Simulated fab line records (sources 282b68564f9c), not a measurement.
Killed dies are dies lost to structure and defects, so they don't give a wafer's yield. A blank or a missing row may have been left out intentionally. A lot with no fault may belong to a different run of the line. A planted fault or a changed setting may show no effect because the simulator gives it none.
Problem report, 8D (eight disciplines) form, completed by code | flow rit-cmos | the parts of the form that need people (team, actions taken, sign-off) are left out

== 1. WHAT WENT WRONG ==
Across 6 wafers from 2 lots, NWELL_TW at RIT_NWELL_TW_MEAS_10 averages 2462, while fault-free wafers read 2152 with a standard deviation of 11. Relative to the usual mean, that is a shift of +28 standard deviations.
Seen first at day 4 06:15 on film-metro-01, wafer L142.2. The record has a number at this step for 42 wafers belonging to 14 lots. By rule, "out" or "out of limits" means more than 4 standard deviations away from the usual mean. The other wafers with a number count as sound.

== 2. WHAT IT IS, WHAT IT ISN'T ==
question                    | is                           | is not
which readings at this step | NWELL_TW                     | -
which lots                  | L142, L143                   | L132, L133, L134, L135, L137, L139, L140, L147, L148, L149, L150, L151
which wafers of those lots  | all that have a number       | -
read on which gauges        | film-metro-01, film-metro-04 | film-metro-03
when                        | from day 4 06:15             | up to then (21 sound wafers); but 15 sound wafers of L147, L148, L149, L150, L151 came after

== 3. WHAT RULES OUT EACH SUSPECT ==
Counting: a tool at a process step up to the reading stays a suspect if it ran every lot that is out and no sound lot after the first of them.
- the gauge at RIT_NWELL_TW_MEAS_10 is ruled out. The wafers that are out were read on 2 gauges (film-metro-01, film-metro-04).
- implanter-03 at RIT_NWELL_IMPLANT_08: kept. All lots that are out passed through it, beginning with L142 at day 4 05:56, and no sound lot followed; its final sound lot before that point was L135 at day 2 18:31. Its own dose-ions-cm2, faraday-current-uA readings are out on those wafers.
Remaining after the count: implanter-03 at RIT_NWELL_IMPLANT_08.

== 4. THE CAUSE (what the simulator had put in) ==
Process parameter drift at RIT_NWELL_IMPLANT_08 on implanter-03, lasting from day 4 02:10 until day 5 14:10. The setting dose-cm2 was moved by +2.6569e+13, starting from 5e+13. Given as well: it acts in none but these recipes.
This tool alone remained once counting was done.

== 5. THE CHAIN OF EFFECTS, in route order ==
Rows list readings where the struck wafers' mean (over those with a number) sits beyond 3 standard deviations from the usual. Scope: only readings with a usual standard deviation given in the record; hours: median across lots of the time from each lot's start at the first step in this table that gives one to its start at this step; sigmas: change in usual standard deviations.
hours | step                     | reading            | usual        | on struck wafers | change | sigmas
0     | RIT_NWELL_IMPLANT_08     | dose-ions-cm2      | 5e+13        | 8e+13            | +3e+13 | +99 or more
0     | RIT_NWELL_IMPLANT_08     | faraday-current-uA | 159          | 243              | +84    | +25
0     | RIT_NWELL_TW_MEAS_10     | NWELL_TW           | 2152         | 2462             | +310   | +28
8     | RIT_WELLDRIVE_RS_MEAS_01 | NWELL_RS           | 275.4 ohm/sq | 213.2            | -62.2  | -86
It contains these process steps:
- RIT_NWELL_IMPLANT_08
Later steps that measure or inspect, where all struck wafers having a row at the step show a number for every such reading and not one has moved that far: RIT_NRETRO_OVL_MEAS_06.

== 6. WHAT WOULD HAVE CAUGHT IT SOONER ==
In this record the first reading out of limits at a measuring or inspecting step was taken at day 4 06:15, 4 hours after the fault began at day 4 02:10.
The tool's own readings at RIT_NWELL_IMPLANT_08 were out on every struck wafer that the step has a row for (dose-ions-cm2, faraday-current-uA): an alarm limit on them would have fired on the first of those.
L143, from the lots that are out (2), started RIT_NWELL_IMPLANT_08 on implanter-03 later than day 4 06:15. Holding the tool at that time would have saved it.
